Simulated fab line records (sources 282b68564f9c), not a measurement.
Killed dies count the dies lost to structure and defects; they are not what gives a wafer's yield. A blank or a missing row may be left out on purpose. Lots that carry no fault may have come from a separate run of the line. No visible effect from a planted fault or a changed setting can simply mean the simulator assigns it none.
One fault seen from 2 desks    flow rit cmos    every desk sees just its own numbers, and what lay behind them comes last

== AT THE METROLOGY DESK ==
What the gauges read for every lot (on any tool): the sampled wafers with a number, averaged. If a lot's mean is further than 4 standard deviations from the usual mean, the lot is out of limits and carries the mark OUT (the distance appears in the brackets).
Columns: A = NRETRO_TW at RIT_NRETRO_TW_MEAS_10, usual 1048; B = GATE_OXIDE_THK at RIT_GATE_THK_MEAS_07, usual 3.05 nm
lot   first seen here  A     B
L408  day 2 10:33      1038  3.07
L409  day 2 20:25      1053  3.09
L410  day 2 20:40      1055  3.02
L411  day 3 02:34      1053  3.04
L412  day 3 07:28      1035  3.06
L413  day 3 11:13      1055  3.09
L414  day 3 14:20      1038  3.09
L415  day 3 18:26      1056  3.01
L416  day 3 23:38      1057  3.05
L417  day 4 06:05      1051  3.58 (+7.9) OUT
L418  day 4 12:44      1055  3.56 (+7.6) OUT
L422  day 5 09:39      1050  3.12
L426  day 6 09:59      1051  3.08
L431  day 7 06:44      1058  2.99
This desk reports L417, L418 out of limits; the earliest was L417 at day 4 17:10 (GATE_OXIDE_THK at RIT_GATE_THK_MEAS_07). In limits: L408, L409, L410, L411, L412, L413, L414, L415, L416, L422, L426, L431.

== TOOL OWNER'S DESK, furnace-03 ==
The tool's own readings at RIT_GATE_OXIDATION_05 (target thk 3 nm, ox time 270 s): means of the sampled wafers that have a number, for each lot that ran on this tool. If a lot's mean is further than 4 standard deviations from the usual mean, the lot is out of limits and carries the mark OUT (the distance appears in the brackets).
Columns: A = spike tc centre C at RIT_GATE_OXIDATION_05, usual 902.6 C; B = spike tc load C at RIT_GATE_OXIDATION_05, usual 927.0 C; C = spike tc source C at RIT_GATE_OXIDATION_05, usual 922.8 C; D = tube center temp C at RIT_GATE_OXIDATION_05, usual 900 C; E = tube_center_temp_C_max at RIT_GATE_OXIDATION_05, usual 902.2; F = zone power centre pct at RIT_GATE_OXIDATION_05, usual 43.6 %
lot   first seen here  A                B                C                D                      E                F
L409  day 2 22:59      904.9            928.2            922.2            900                    901.9            41.9
L413  day 3 14:17      902.7            926.7            922.8            900                    902.2            42.1
L415  day 3 20:51      903.8            927.7            922.4            900                    901.9            41.8
L416  day 4 02:02      903.7            927.6            921.3            900                    902.2            42.0
L417  day 4 10:51      918.3 (+12) OUT  942.8 (+12) OUT  937.8 (+13) OUT  915 (+99 or more) OUT  917.1 (+43) OUT  42.7
L418  day 4 19:05      918.5 (+12) OUT  942.7 (+12) OUT  938.6 (+13) OUT  915 (+99 or more) OUT  917.1 (+42) OUT  42.9
This desk finds L417, L418 out of limits, L417 being first, at day 4 10:51 (spike tc centre C at RIT_GATE_OXIDATION_05). In limits: L409, L413, L415, L416.

== BROUGHT TOGETHER ==
The tool owner's desk had the chance to raise an alarm at day 4 10:51 on L417, L418.
L417, L418 would have let the metrology desk raise an alarm at day 4 17:10.
Of the lots named, all ran RIT_GATE_OXIDATION_05 on furnace-03.

== WHAT THE SIMULATOR PUT IN ==
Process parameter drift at RIT_GATE_OXIDATION_05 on furnace-03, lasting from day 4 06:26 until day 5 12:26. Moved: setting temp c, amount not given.
Lots struck among those shown: L417, L418.
Hours from the fault's start to each desk's first reading out of limits: the tool owner's desk, 4; the metrology desk, 11.
